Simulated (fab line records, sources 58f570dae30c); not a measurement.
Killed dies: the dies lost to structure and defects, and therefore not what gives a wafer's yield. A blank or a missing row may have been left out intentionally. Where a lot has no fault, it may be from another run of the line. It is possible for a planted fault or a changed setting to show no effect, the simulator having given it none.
Which of the tools did it?    flow berkeley-cmos170    7 lots, 21 wafers sampled, at 5 steps of a route of 331

## WHAT THE GAUGES READ, wafer by wafer
UCB170_M1_CD_MEAS_90: target cd 700 nm.
lot   measured      on         cd-nm (nm)
L178  day 8 20:34   cd-sem-02  699.2 694.4 703.2
L181  day 10 06:45  cd-sem-02  700.9 698.0 698.4
L186  day 10 15:30  cd-sem-01  699.4 701.1 698.9
L183  day 10 17:24  cd-sem-02  689.2 689.7 697.9
L189  day 12 14:40  cd-sem-01  700.4 700.7 699.6
L193  day 12 21:34  cd-sem-02  697.7 699.2 699.5
L194  day 12 22:37  cd-sem-01  701.2 701.0 700.2

## WHICH TOOL RAN EACH LOT (tool, then ch and the chambers of the sampled wafers, then the start)
lot   UCB170_NLDD_STRIP_10                  UCB170_M1_ETCH_11                   UCB170_M1_METAL_ETCH_12            UCB170_M1_STRIP_13
L178  plasma-asher-04 ch 0,1, day 7 23:28   rie-diel-02 ch 1,3, day 8 20:16     rie-metal-01 ch 0,1, day 8 20:19   plasma-asher-03 ch 1, day 8 20:27
L181  plasma-asher-04 ch 0,1, day 9 10:51   rie-diel-02 ch 1,2, day 10 06:28    rie-metal-02 ch 0,1, day 10 06:31  plasma-asher-04 ch 0,1, day 10 06:39
L186  plasma-asher-02 ch 0,1, day 9 18:57   rie-diel-04 ch 2,3, day 10 15:14    rie-metal-04 ch 0,1, day 10 15:16  plasma-asher-01 ch 0,1, day 10 15:24
L183  plasma-asher-03 ch 0,1, day 9 19:29   rie-diel-02 ch 0,1, day 10 17:06    rie-metal-01 ch 0,1, day 10 17:08  plasma-asher-03 ch 0,1, day 10 17:17
L189  plasma-asher-04 ch 0,1, day 11 03:37  rie-diel-04 ch 1,2,3, day 12 14:15  rie-metal-02 ch 1, day 12 14:17    plasma-asher-01 ch 0,1, day 12 14:34
L193  plasma-asher-02 ch 0,1, day 11 20:19  rie-diel-04 ch 2,3, day 12 21:18    rie-metal-02 ch 0,1, day 12 21:20  plasma-asher-04 ch 0,1, day 12 21:28
L194  plasma-asher-02 ch 0,1, day 11 21:25  rie-diel-03 ch 0,1,2, day 12 22:20  rie-metal-04 ch 0,1, day 12 22:23  plasma-asher-03 ch 0,1, day 12 22:31
- UCB170_NLDD_STRIP_10: strips in O2.
- UCB170_M1_ETCH_11: etches BARC in N2/H2.
- UCB170_M1_METAL_ETCH_12: etches Al in Cl2/BCl3, stops on PSG, target depth 780 nm, time 130 s.
- UCB170_M1_STRIP_13: strips in O2.

## THE ANSWER, worked out from the rows above alone
Rule: the usual values come from the lots themselves. Put in order of their means at a reading, lots are off if they are a third of the lots or fewer, leave a main group of 4 or more, and stand apart from it by a gap of 3 or more times the standard deviation of the main group's means; of several such gaps the widest counts. The tables above print the reading to a certain number of digits; a main group whose means all agree to those digits is not used. A lot without any number at a reading at which 4 lots or more have one is off too. Any other lot the step has rows for is counted as sound.
Off: L183, at UCB170_M1_CD_MEAS_90 (cd-nm). Main group: mean 699.6 nm, sd 0.73.
If a tool, at a process step before that reading, ran all the lots that are off and no sound lot after the first of them, it fits. The gauges at UCB170_M1_CD_MEAS_90 are tried like those tools. Can't be told from this: 3 tools fit, plasma-asher-03 at UCB170_NLDD_STRIP_10, rie-diel-02 at UCB170_M1_ETCH_11, rie-metal-01 at UCB170_M1_METAL_ETCH_12.

## WHAT THE SIMULATOR PUT IN
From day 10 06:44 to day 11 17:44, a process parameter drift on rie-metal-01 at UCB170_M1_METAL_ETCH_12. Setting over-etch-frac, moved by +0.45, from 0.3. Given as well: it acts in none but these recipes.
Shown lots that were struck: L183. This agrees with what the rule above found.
